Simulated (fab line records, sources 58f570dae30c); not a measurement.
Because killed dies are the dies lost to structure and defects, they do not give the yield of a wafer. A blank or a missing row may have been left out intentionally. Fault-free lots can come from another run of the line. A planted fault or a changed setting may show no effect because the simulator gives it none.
Which tool is to blame? :: flow berkeleyCmos170 :: 7 lots with 21 wafers sampled at 5 steps, on a route of 331 steps

WHAT EACH GAUGE READ, for each wafer
UCB170_M1_CD_MEAS_90: target cd 700 nm.
lot: L281
measured: day 8 11:42
on: cdSem-01
cdNm (nm): 701.3 700.8 699.9

lot: L283
measured: day 8 15:55
on: cdSem-01
cdNm (nm): 702.8 699.2 698.4

lot: L286
measured: day 9 19:47
on: cdSem-01
cdNm (nm): 700.3 696.9 700.7

lot: L284
measured: day 9 20:12
on: cdSem-01
cdNm (nm): 696.0 697.8 699.6

lot: L292
measured: day 10 09:39
on: cdSem-01
cdNm (nm): 703.5 704.2 697.2

lot: L297
measured: day 11 03:49
on: cdSem-02
cdNm (nm): 699.5 698.2 698.5

lot: L301
measured: day 12 08:30
on: cdSem-01
cdNm (nm): 699.6 698.7 699.2

WHAT TOOL EACH LOT RAN ON (gives the tool, then ch and the chambers of the sampled wafers, and finally the start)
lot: L281
UCB170_BACKSIDE_STRIP_03: plasmaAsher-04 ch 0,1, day 7 20:57
UCB170_SDANNEAL_RTA_00: rtpAnneal-01 ch 0, day 7 21:34
UCB170_CONTACT_STRIP_19: plasmaAsher-01 ch 0,1, day 8 08:47
UCB170_M1_METAL_ETCH_12: rieMetal-02 ch 0,1, day 8 11:28

lot: L283
UCB170_BACKSIDE_STRIP_03: plasmaAsher-03 ch 0,1, day 8 04:11
UCB170_SDANNEAL_RTA_00: rtpAnneal-01 ch 0, day 8 04:59
UCB170_CONTACT_STRIP_19: plasmaAsher-02 ch 0,1, day 8 14:00
UCB170_M1_METAL_ETCH_12: rieMetal-02 ch 0,1, day 8 15:40

lot: L286
UCB170_BACKSIDE_STRIP_03: plasmaAsher-01 ch 0,1, day 9 10:09
UCB170_SDANNEAL_RTA_00: rtpAnneal-02 ch 0, day 9 11:01
UCB170_CONTACT_STRIP_19: plasmaAsher-02 ch 0,1, day 9 17:22
UCB170_M1_METAL_ETCH_12: rieMetal-04 ch 0,1, day 9 19:32

lot: L284
UCB170_BACKSIDE_STRIP_03: plasmaAsher-04 ch 0,1, day 9 10:38
UCB170_SDANNEAL_RTA_00: rtpAnneal-01 ch 0, day 9 11:17
UCB170_CONTACT_STRIP_19: plasmaAsher-04 ch 0,1, day 9 17:58
UCB170_M1_METAL_ETCH_12: rieMetal-03 ch 0,1, day 9 19:55

lot: L292
UCB170_BACKSIDE_STRIP_03: plasmaAsher-01 ch 0,1, day 10 00:12
UCB170_SDANNEAL_RTA_00: rtpAnneal-01 ch 0, day 10 00:29
UCB170_CONTACT_STRIP_19: plasmaAsher-02 ch 0,1, day 10 06:32
UCB170_M1_METAL_ETCH_12: rieMetal-04 ch 0,1, day 10 09:24

lot: L297
UCB170_BACKSIDE_STRIP_03: plasmaAsher-01 ch 0,1, day 10 17:07
UCB170_SDANNEAL_RTA_00: rtpAnneal-02 ch 0, day 10 17:31
UCB170_CONTACT_STRIP_19: plasmaAsher-04 ch 0,1, day 11 00:28
UCB170_M1_METAL_ETCH_12: rieMetal-03 ch 0,1, day 11 03:34

lot: L301
UCB170_BACKSIDE_STRIP_03: plasmaAsher-03 ch 0,1, day 11 23:50
UCB170_SDANNEAL_RTA_00: rtpAnneal-02 ch 0, day 12 00:07
UCB170_CONTACT_STRIP_19: plasmaAsher-04 ch 1, day 12 06:18
UCB170_M1_METAL_ETCH_12: rieMetal-03 ch 0,1, day 12 08:14
- UCB170_BACKSIDE_STRIP_03: strips in O2.
- UCB170_SDANNEAL_RTA_00: time 10 s.
- UCB170_CONTACT_STRIP_19: strips in O2.
- UCB170_M1_METAL_ETCH_12: etches Al in Cl2/BCl3, stops on PSG, target depth 780 nm, time 130 s.

THE ANSWER, worked out from the rows above alone
Rule: usual is defined by the lots themselves. The widest of any qualifying gaps counts: lots, ordered by their means at a reading, are off when they make up no more than a third of the lots, leave a main group of 4 or more, and stand apart from it by 3 or more times the standard deviation of that group's means. A main group is skipped when, at the precision printed for the reading in the tables above, its means are all equal. A lot without any number at a reading at which 4 lots or more have one is off too. Where the step has rows for the other lots, those lots are counted as sound.
Nothing can be told from this: no lot is off at any reading shown.

WHAT WAS PUT IN BY THE SIMULATOR
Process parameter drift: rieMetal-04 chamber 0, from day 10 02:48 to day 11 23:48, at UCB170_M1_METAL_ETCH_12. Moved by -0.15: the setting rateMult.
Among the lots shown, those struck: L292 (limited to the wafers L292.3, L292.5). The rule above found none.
